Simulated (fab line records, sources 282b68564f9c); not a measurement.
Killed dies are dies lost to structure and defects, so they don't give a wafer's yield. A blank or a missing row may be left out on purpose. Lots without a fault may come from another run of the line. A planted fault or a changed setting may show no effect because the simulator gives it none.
A struck lot beside a sound one | flow rit_cmos | 17 steps out of a route of 202
Sound: wafers L249.2, L249.3, L249.5. Struck: wafers L254.2, L254.3, L254.5. The cause comes at the end.
At each step with rows: each side's tool, then ch and its chambers, then its first start. Under that, the readings that differ: sound wafers | struck wafers | difference of the means | sigmas: that difference in standard deviations of wafers without a fault.
alike: readings whose means differ by less than 2 such deviations, and words and numbers that are the same on both sides. not compared: withheld readings, readings that some wafer has no value for, bounds like >300 that may hide the same value, and numbers for which the record gives no deviation and whose values overlap.
The two part at a step that has a row with sigmas, a row that says differs or no value, or rows on one side only. Numbers that don't overlap but have no deviation are shown without sigmas and don't part them. A reading that every wafer of one side lacks parts them only if that side has two wafers or more.

RIT_NWELL_TW_MEAS_10:
  sound on film_metro-02, day 2 14:28; struck on film_metro-03, day 3 13:00
  reading  | sound          | struck         | difference | sigmas
  NWELL_TW | 2168 2165 2154 | 2187 2186 2180 | +22        | +2
then, 6 steps without rows for these wafers: RIT_PWELL_HMDS_00 (prime time 60 s); RIT_PWELL_COAT_01 (resist thk 1300 nm); RIT_PWELL_SOFTBAKE_02 (time 60 s); RIT_PWELL_EXPOSE_03 (exposes mask M3, target cd 43700 nm); RIT_PWELL_PEB_04; RIT_PWELL_DEVELOP_05 (develop time 68 s).
RIT_PWELL_OVL_MEAS_06:
  sound on overlay-01, day 2 15:32; struck on overlay-02, day 3 14:05
  alike: PWELL_OVL
then, 2 steps without rows for these wafers: RIT_PWELL_HARDBAKE_07 (time 120 s); RIT_PWELL_IMPLANT_08.
RIT_PWELL_STRIP_09: strips in O2, time 180 s.
  sound on plasma_asher-03 ch 0,1, day 2 16:08; struck on plasma_asher-03 ch 0,1, day 3 14:31
  alike: drypump_motor_current_A
  not compared: rf_hours_counter_h
RIT_PWELL_TW_MEAS_10:
  sound on film_metro-02, day 2 16:19; struck on film_metro-04, day 3 14:43
  alike: PWELL_TW
RIT_WELLDRIVE_ANNEAL_00: time 14700 s.
  sound on furnace-01 ch 0, day 2 17:47; struck on furnace-03 ch 0, day 3 14:46
  reading                | sound                | struck               | difference | sigmas
  spike_tc_centre_C (C)  | 1103.0 1102.9 1102.3 | 1043.8 1043.7 1040.3 | -60.1      | -55
  spike_tc_load_C (C)    | 1129 1130 1130       | 1061 1061 1061       | -69        | -19
  spike_tc_source_C (C)  | 1124 1124 1122       | 1066 1064 1065       | -58        | -19
  tube_center_temp_C (C) | 1100 1099.9 1100     | 1039.9 1039.9 1040.1 | -60.0      | -99 or more
  tube_center_temp_C_max | 1103.2 1102.2 1103.0 | 1043.9 1043.4 1042.8 | -59.4      | -99 or more
RIT_WELLDRIVE_RS_MEAS_01: measures by four-point-probe.
  sound on film_metro-03, day 2 22:53; struck on film_metro-03, day 3 19:52
  reading           | sound             | struck            | difference | sigmas
  NWELL_RS (ohm/sq) | 274.9 275.0 275.1 | 346.5 347.7 346.3 | +71.8      | +85
RIT_WELLDRIVE_RS_MEAS_02: measures by four-point-probe.
  sound on film_metro-03, day 2 23:01; struck on film_metro-03, day 3 19:59
  reading           | sound             | struck            | difference | sigmas
  PWELL_RS (ohm/sq) | 429.1 428.2 429.3 | 494.8 495.5 495.0 | +66.2      | +51
then, 1 step without rows for these wafers: RIT_NRETRO_HMDS_00 (prime time 60 s).
RIT_M1_PROBE_99:
  sound on prober-02, day 4 04:20; struck on prober-01, day 5 01:16
  reading                             | sound             | struck            | difference | sigmas
  model.etest.pmos_0p3.r_on_ohm_um    | 6423 6301 6347    | 7137 7170 7094    | +777       |
  model.etest.pmos_turned.r_on_ohm_um | 3505 3364 3384    | 4202 4237 4171    | +786       |
  model.etest.pmos_0p15.r_on_ohm_um   | 2823 2732 2757    | 3201 3213 3188    | +430       |
  model.etest.nwell_pinched.rs_ohm_sq | 335.4 333.3 337.3 | 505.2 496.2 498.4 | +164.6     |
  model.etest.pwell.rs_ohm_sq         | 410.7 418 412.4   | 488.8 483.3 486.7 | +72.6      |
  model.etest.pwell_pinched.rs_ohm_sq | 458 455.3 452.5   | 526.5 525.3 526.5 | +70.8      |
  model.etest.pmos_turned.drive_ua_um | 185.3 194.2 192.6 | 136.1 132.3 136   | -55.9      |
  model.etest.pmos_0p15.drive_ua_um   | 247.8 256.1 251.6 | 206.4 203 205.6   | -46.8      |
  alike: killed_at_contacts, killed_at_front_end, killed_dies, killed_open, killed_short

WHERE THEY PART
First at RIT_NWELL_TW_MEAS_10; last, within this record, at RIT_WELLDRIVE_RS_MEAS_02. Later steps at which nothing parts them and some readings are alike: RIT_M1_PROBE_99.

WHY: what the simulator had put in
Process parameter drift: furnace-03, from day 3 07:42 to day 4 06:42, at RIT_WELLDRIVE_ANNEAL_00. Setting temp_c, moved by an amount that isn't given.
